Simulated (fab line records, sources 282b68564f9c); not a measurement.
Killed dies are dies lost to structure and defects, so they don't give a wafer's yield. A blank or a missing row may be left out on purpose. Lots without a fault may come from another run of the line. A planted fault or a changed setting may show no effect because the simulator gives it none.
fab line records | flow rit_cmos
record lots=5 wafers=15 last_day=7
route steps=202 shown FOX2@25 NWELL@28 PWELL@39 WELLDRIVE@50 NRETRO@53 PRETRO@64
lots that met no fault: from a run of the same line without faults
start_h: hours from the record's first day to the start of the lot's first wafer shown | wait_h: hours since the lot's step before | " the same as in the row above | L1.1+2: a row that stands for several wafers | - no value, or no start given | * or withheld: withheld | < > ~ a bound
route shown NAME@n: a module of which the file shows steps, and the number in the route of the first | usual: mean/standard deviation of fault-free wafers | same: alike in all rows | chamber/n: place in a boat | sites: the reading at each site | _std_site: their standard deviation | _edge_site: outer sites' mean less inner sites' | radius_mm: how far each site lies from the wafer's centre | mask NAME#n: copy n | behind: the tool/chamber that last shaped the wafer | hold: why the lot was held/for how many hours/how that ended | device: the transistor (n, p or np) that didn't switch | end of line: the same wafers' tests at the end of the route | a step without rows: its recipe alone | killed: dies lost to structure and defects at the first sort, not the wafer's yield | map: a wafer's dies, x killed, . not, _ none there
set.NAME: the setting as run; set.NAME@STEP: as run at that earlier step | model.NAME: the simulator's own value behind a step, which no gauge read
lots at some steps of the route; a table a step, a row a wafer
services: from which hour (start_h, from the record's first day; less than 0 if before it) a tool's chamber was out of use, for how many hours, and why
## steps
# step RIT_FOX2_CLEAN_02
# recipe chemistry=dHF dilution=50:1 time_s=180
# step RIT_FOX2_WET_ETCH_03
# recipe chemistry=H3PO4 target=Si3N4 target_depth_nm=195 temp_c=165 time_s=2700
# step RIT_FOX2_THK_MEAS_90
# recipe reads=SiO2_of_FOX2_OXIDATION_00
# usual FIELD_OXIDE_LEFT_1_THK=323/7.1
# columns lot.wafer tool chamber start_h wait_h FIELD_OXIDE_LEFT_1_THK[nm]
L402.1 film_metro-02 - 33.03 0.0 327
L402.4 " - " " 324
L402.6 " - " " 325
L408.1 film_metro-01 - 61.31 0.0 309
L408.5 " - " " 313
L408.6 " - " " 313
L414.2 film_metro-01 - 91.41 0.0 320
L414.4 " - " " 317
L414.5 " - " " 316
L416.1 film_metro-03 - 101.64 0.0 307
L416.2 " - " " 309
L416.4 " - " " 302
L420.2 film_metro-03 - 120.70 0.0 330
L420.5 " - " " 328
L420.6 " - " " 328
# step RIT_NWELL_HMDS_00
# recipe prime_time_s=60 prime_temp_c=140
# step RIT_NWELL_COAT_01
# recipe resist=NOVOLAK spin_rpm=2000 resist_thk_nm=1300
# step RIT_NWELL_SOFTBAKE_02
# recipe resist=NOVOLAK temp_c=90 time_s=60
# step RIT_NWELL_EXPOSE_03
# recipe mask_id=M2 na=0.57 target_cd_nm=43900 dose_mj=250
# step RIT_NWELL_PEB_04
# recipe resist=NOVOLAK temp_c=withheld time_s=withheld
# step RIT_NWELL_DEVELOP_05
# recipe resist=NOVOLAK develop_time_s=68 dev_temp_c=23
# step RIT_NWELL_OVL_MEAS_06
# usual NWELL_OVL=0.4/1.1
# columns lot.wafer tool chamber start_h wait_h NWELL_OVL[nm]
L402.1 overlay-02 - 33.97 - -0.4
L402.4 " - " " 0.7
L402.6 " - " " -0.1
L408.1 overlay-01 - 62.38 - -0.2
L408.5 " - " " 0.1
L408.6 " - " " -0.5
L414.2 overlay-01 - 92.35 - 1.7
L414.4 " - " " -0.5
L414.5 " - " " 1.9
L416.1 overlay-02 - 102.59 - 0.6
L416.2 " - " " -1.4
L416.4 " - " " -0.7
L420.2 overlay-02 - 121.63 - 0.4
L420.5 " - " " 0.1
L420.6 " - " " 0.4
# step RIT_NWELL_HARDBAKE_07
# recipe resist=NOVOLAK temp_c=140 time_s=120
# step RIT_NWELL_IMPLANT_08
# recipe species=P energy_kev=170 dose_cm2=5e+13 tilt_deg=7
# step RIT_NWELL_STRIP_09
# recipe chemistry=O2 time_s=180 resist=NOVOLAK platen_temp_c=withheld power_w=500 pressure_mtorr=4000 o2_flow_sccm=4000
# usual drypump_motor_current_A=5.8/0.45 run_length_s=208.1/0.49
# columns lot.wafer tool chamber start_h wait_h drypump_motor_current_A rf_hours_counter_h run_length_s model.NOVOLAK_of_NWELL_COAT_01.thk_nm
L402.1 plasma_asher-03 0 34.41 0.1 5.9 24 207.4 0
L402.4 " 0 " " 5.9 - 207.5 0
L402.6 " 0 " " 5.9 - 208.3 0
L408.1 plasma_asher-04 1 62.81 0.1 5.5 41 72.7 335.8
L408.5 " 0 " " 6.2 - 72.4 334.2
L408.6 " 1 " " 5.5 - 72.5 333.5
L414.2 plasma_asher-01 1 92.78 0.1 6.2 46 208.2 0
L414.4 " 1 " " 6.3 - 208.7 0
L414.5 " 1 " " 6.3 - 209.1 0
L416.1 plasma_asher-01 1 103.03 0.1 6.2 47 208.4 0
L416.2 " 0 " " 5.0 47 208.6 0
L416.4 " 0 " " 5.0 - 208.4 0
L420.2 plasma_asher-04 1 122.06 0.1 5.5 0 208.4 0
L420.5 " 0 " " 6.2 - 207.4 0
L420.6 " 1 " " 5.5 - 208.4 0
# step RIT_NWELL_TW_MEAS_10
# usual NWELL_TW=2147/23
# columns lot.wafer tool chamber start_h wait_h NWELL_TW
L402.1 film_metro-02 - 34.58 0.1 2140
L402.4 " - " " 2117
L402.6 " - " " 2129
L408.1 film_metro-03 - 62.99 0.1 2170
L408.5 " - " " 2165
L408.6 " - " " 2158
L414.2 film_metro-03 - 92.96 0.1 2174
L414.4 " - " " 2183
L414.5 " - " " 2161
L416.1 film_metro-03 - 103.20 0.1 2182
L416.2 " - " " 2183
L416.4 " - " " 2179
L420.2 film_metro-02 - 122.25 0.1 2139
L420.5 " - " " 2129
L420.6 " - " " 2130
# step RIT_PWELL_HMDS_00
# recipe prime_time_s=60 prime_temp_c=140
# step RIT_PWELL_COAT_01
# recipe resist=NOVOLAK spin_rpm=2000 resist_thk_nm=1300
# step RIT_PWELL_SOFTBAKE_02
# recipe resist=NOVOLAK temp_c=90 time_s=60
# step RIT_PWELL_EXPOSE_03
# recipe mask_id=M3 na=0.57 target_cd_nm=43700 dose_mj=250
# step RIT_PWELL_PEB_04
# recipe resist=NOVOLAK temp_c=withheld time_s=withheld
# step RIT_PWELL_DEVELOP_05
# recipe resist=NOVOLAK develop_time_s=68 dev_temp_c=23
# step RIT_PWELL_OVL_MEAS_06
# usual PWELL_OVL=0.4/1.6
# columns lot.wafer tool chamber start_h wait_h PWELL_OVL[nm]
L402.1 overlay-01 - 35.65 - -0.5
L402.4 " - " " 1.9
L402.6 " - " " 1.3
L408.1 overlay-02 - 63.93 - -2.2
L408.5 " - " " 0.8
L408.6 " - " " -3.4
L414.2 overlay-02 - 93.90 - 1.3
L414.4 " - " " 0.1
L414.5 " - " " 1.1
L416.1 overlay-01 - 104.28 - 2.6
L416.2 " - " " 1.6
L416.4 " - " " 1.5
L420.2 overlay-01 - 123.31 - 0.6
L420.5 " - " " -1.4
L420.6 " - " " 0.9
# step RIT_PWELL_HARDBAKE_07
# recipe resist=NOVOLAK temp_c=140 time_s=120
# step RIT_PWELL_IMPLANT_08
# recipe species=B energy_kev=170 dose_cm2=7e+13 tilt_deg=7
# step RIT_PWELL_STRIP_09
# recipe chemistry=O2 time_s=180 resist=NOVOLAK platen_temp_c=withheld power_w=500 pressure_mtorr=4000 o2_flow_sccm=4000
# usual drypump_motor_current_A=5.95/0.24 run_length_s=207.8/0.43
# columns lot.wafer tool chamber start_h wait_h drypump_motor_current_A rf_hours_counter_h run_length_s
L402.1 plasma_asher-03 0 36.08 0.1 5.89 24 207.4
L402.4 " 0 " " 5.92 - 207.6
L402.6 " 1 " " 5.79 - 207.6
L408.1 plasma_asher-04 0 64.36 0.1 6.21 41 207.3
L408.5 " 0 " " 6.22 - 207.6
L408.6 " 1 " " 5.46 - 208.4
L414.2 plasma_asher-04 0 94.33 0.1 6.22 44 207.3
L414.4 " 1 " " 5.53 - 208.4
L414.5 " 0 " " 6.23 - 207.2
L416.1 plasma_asher-04 1 104.72 0.1 5.50 45 208.5
L416.2 " 0 " " 6.22 45 207.8
L416.4 " 0 " " 6.22 - 207.5
L420.2 plasma_asher-02 1 123.74 0.1 5.94 49 208.5
L420.5 " 0 " " 6.31 - 207.6
L420.6 " 1 " " 5.96 - 208.1
# step RIT_PWELL_TW_MEAS_10
# usual PWELL_TW=955/11
# columns lot.wafer tool chamber start_h wait_h PWELL_TW
L402.1 film_metro-04 - 36.26 0.1 955
L402.4 " - " " 957
L402.6 " - " " 958
L408.1 film_metro-02 - 64.54 0.1 942
L408.5 " - " " 943
L408.6 " - " " 935
L414.2 film_metro-02 - 94.52 0.1 938
L414.4 " - " " 936
L414.5 " - " " 942
L416.1 film_metro-04 - 104.90 0.1 961
L416.2 " - " " 951
L416.4 " - " " 952
L420.2 film_metro-04 - 123.92 0.1 956
L420.5 " - " " 961
L420.6 " - " " 955
# step RIT_WELLDRIVE_ANNEAL_00
# recipe temp_c=1100 time_s=14700 ambient=N2
# step RIT_WELLDRIVE_RS_MEAS_01
# recipe thk_meas_gauge=four-point-probe
# usual NWELL_RS=275.3/0.64
# columns lot.wafer tool chamber start_h wait_h NWELL_RS[ohm/sq]
L402.1 film_metro-03 - 42.34 0.0 274.9
L402.4 " - " " 275.4
L402.6 " - " " 275.2
L408.1 film_metro-04 - 69.68 0.0 275.1
L408.5 " - " " 274.5
L408.6 " - " " 275.7
L414.2 film_metro-02 - 100.78 0.0 275.6
L414.4 " - " " 275.6
L414.5 " - " " 275.5
L416.1 film_metro-02 - 110.04 0.0 275.8
L416.2 " - " " 275.8
L416.4 " - " " 275.4
L420.2 film_metro-04 - 129.70 0.0 276.1
L420.5 " - " " 275.3
L420.6 " - " " 276.0
# step RIT_WELLDRIVE_RS_MEAS_02
# recipe thk_meas_gauge=four-point-probe
# usual PWELL_RS=429.4/1.3
# columns lot.wafer tool chamber start_h wait_h PWELL_RS[ohm/sq]
L402.1 film_metro-03 - 42.46 0.1 431.8
L402.4 " - " " 430.6
L402.6 " - " " 430.9
L408.1 film_metro-04 - 69.80 0.1 429.3
L408.5 " - " " 428.9
L408.6 " - " " 429.8
L414.2 film_metro-02 - 100.90 0.1 431.8
L414.4 " - " " 430.4
L414.5 " - " " 432.2
L416.1 film_metro-02 - 110.16 0.1 429.8
L416.2 " - " " 429.5
L416.4 " - " " 430.6
L420.2 film_metro-04 - 129.82 0.1 431.4
L420.5 " - " " 429.4
L420.6 " - " " 430.1
# step RIT_NRETRO_HMDS_00
# recipe prime_time_s=60 prime_temp_c=140
# step RIT_NRETRO_COAT_01
# recipe resist=NOVOLAK spin_rpm=2000 resist_thk_nm=1300
# step RIT_NRETRO_SOFTBAKE_02
# recipe resist=NOVOLAK temp_c=90 time_s=60
# step RIT_NRETRO_EXPOSE_03
# recipe mask_id=M4 na=0.57 target_cd_nm=43900 dose_mj=250
# step RIT_NRETRO_PEB_04
# recipe resist=NOVOLAK temp_c=withheld time_s=withheld
# step RIT_NRETRO_DEVELOP_05
# recipe resist=NOVOLAK develop_time_s=68 dev_temp_c=23
# step RIT_NRETRO_OVL_MEAS_06
# usual NRETRO_OVL=-0.1/1.4
# columns lot.wafer tool chamber start_h wait_h NRETRO_OVL[nm]
L402.1 overlay-01 - 43.46 - 0.8
L402.4 " - " " -0.8
L402.6 " - " " -0.7
L408.1 overlay-01 - 70.93 - 0.3
L408.5 " - " " -0.7
L408.6 " - " " -0.5
L414.2 overlay-02 - 102.02 - 1.3
L414.4 " - " " -0.2
L414.5 " - " " -2.1
L416.1 overlay-02 - 111.16 - 2.3
L416.2 " - " " 3.0
L416.4 " - " " 0.9
L420.2 overlay-01 - 130.93 - -0.9
L420.5 " - " " -0.2
L420.6 " - " " -1.3
# step RIT_NRETRO_HARDBAKE_07
# recipe resist=NOVOLAK temp_c=140 time_s=120
# step RIT_NRETRO_IMPLANT_08
# recipe species=P energy_kev=70 dose_cm2=1e+13 tilt_deg=7
# step RIT_NRETRO_STRIP_09
# recipe chemistry=O2 time_s=180 resist=NOVOLAK platen_temp_c=withheld power_w=500 pressure_mtorr=4000 o2_flow_sccm=4000
# usual drypump_motor_current_A=6.0/0.42 run_length_s=208.2/0.41
# columns lot.wafer tool chamber start_h wait_h drypump_motor_current_A rf_hours_counter_h run_length_s
L402.1 plasma_asher-02 0 43.90 0.1 6.3 40 207.7
L402.4 " 1 " " 6.0 - 208.0
L402.6 " 0 " " 6.3 - 207.9
L408.1 plasma_asher-02 1 71.36 0.1 5.9 43 208.2
L408.5 " 1 " " 6.0 - 208.3
L408.6 " 0 " " 6.3 - 207.6
L414.2 plasma_asher-02 1 102.45 0.1 6.0 47 208.6
L414.4 " 0 " " 6.4 - 207.8
L414.5 " 1 " " 5.9 - 208.4
L416.1 plasma_asher-01 1 111.59 0.1 6.3 48 208.2
L416.2 " 0 " " 5.0 48 208.6
L416.4 " 0 " " 5.0 - 208.7
L420.2 plasma_asher-02 0 131.36 0.1 6.3 50 207.6
L420.5 " 1 " " 5.9 - 208.3
L420.6 " 0 " " 6.3 - 207.5
# step RIT_NRETRO_TW_MEAS_10
# usual NRETRO_TW=1056/11
# columns lot.wafer tool chamber start_h wait_h NRETRO_TW
L402.1 film_metro-03 - 44.07 0.1 1071
L402.4 " - " " 1073
L402.6 " - " " 1064
L408.1 film_metro-04 - 71.54 0.1 31
L408.5 " - " " 31
L408.6 " - " " 31
L414.2 film_metro-03 - 102.63 0.1 1071
L414.4 " - " " 1068
L414.5 " - " " 1072
L416.1 film_metro-04 - 111.77 0.1 1054
L416.2 " - " " 1052
L416.4 " - " " 1056
L420.2 film_metro-03 - 131.55 0.1 1063
L420.5 " - " " 1062
L420.6 " - " " 1058
# step RIT_PRETRO_HMDS_00
# recipe prime_time_s=60 prime_temp_c=140
# step RIT_PRETRO_COAT_01
# recipe resist=NOVOLAK spin_rpm=2000 resist_thk_nm=1300
# step RIT_PRETRO_SOFTBAKE_02
# recipe resist=NOVOLAK temp_c=90 time_s=60
# step RIT_PRETRO_TW_MEAS_10
# usual PRETRO_TW=472/3.4
# columns lot.wafer tool chamber start_h wait_h PRETRO_TW
L402.1 film_metro-02 - 45.62 0.1 473
L402.4 " - " " 473
L402.6 " - " " 470
L408.1 film_metro-02 - 73.22 0.1 61
L408.5 " - " " 64
L408.6 " - " " 65
L414.2 film_metro-02 - 104.31 0.1 469
L414.4 " - " " 471
L414.5 " - " " 471
L416.1 film_metro-01 - 113.32 0.1 469
L416.2 " - " " 468
L416.4 " - " " 468
L420.2 film_metro-01 - 133.10 0.1 470
L420.5 " - " " 468
L420.6 " - " " 470
## services
# columns tool chamber start_h hours kind
plasma_asher-03 - 27.07 0.7 repair
plasma_asher-02 - 33.44 0.7 repair
plasma_asher-04 - 108.75 9.0 pm
plasma_asher-04 0 108.75 9.0 vent_cycle
plasma_asher-04 1 108.75 9.0 vent_cycle
plasma_asher-03 - 109.64 4.5 repair
plasma_asher-04 0 117.75 - clean
plasma_asher-04 1 117.75 - clean
## key
first_sign step=RIT_NWELL_STRIP_09 reading=run_length_s direction=down sigmas=99+ usual=* struck=*
effect step=RIT_NRETRO_TW_MEAS_10 reading=NRETRO_TW direction=down sigmas=95 usual=1056 struck=31
effect step=RIT_PRETRO_TW_MEAS_10 reading=PRETRO_TW direction=down sigmas=99+ usual=472 struck=63
model_effect step=RIT_NWELL_STRIP_09 value=NOVOLAK_of_NWELL_COAT_01.thk_nm without=0 struck=334.5
met_at RIT_NWELL_STRIP_09
struck_wafers L408.1,L408.5,L408.6
sort_left_out L408.1,L408.5,L408.6
tester_left_out L408
fault kind=strip_aborted tool=plasma_asher-04 chamber=- onset_h=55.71 steps=RIT_NWELL_STRIP_09 offset=0.6 end_h=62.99
# tester_left_out: of these lots the tester's yield and bins aren't shown, on N5 and GAA mostly nor the transistor test; their killed dies are dies lost to structure and defects alone, not to doping, threshold or leakage, so they don't give the yield
# sort_left_out: the simulated sort isn't trusted on such a fault, so these wafers' sort isn't shown, and their yield isn't known
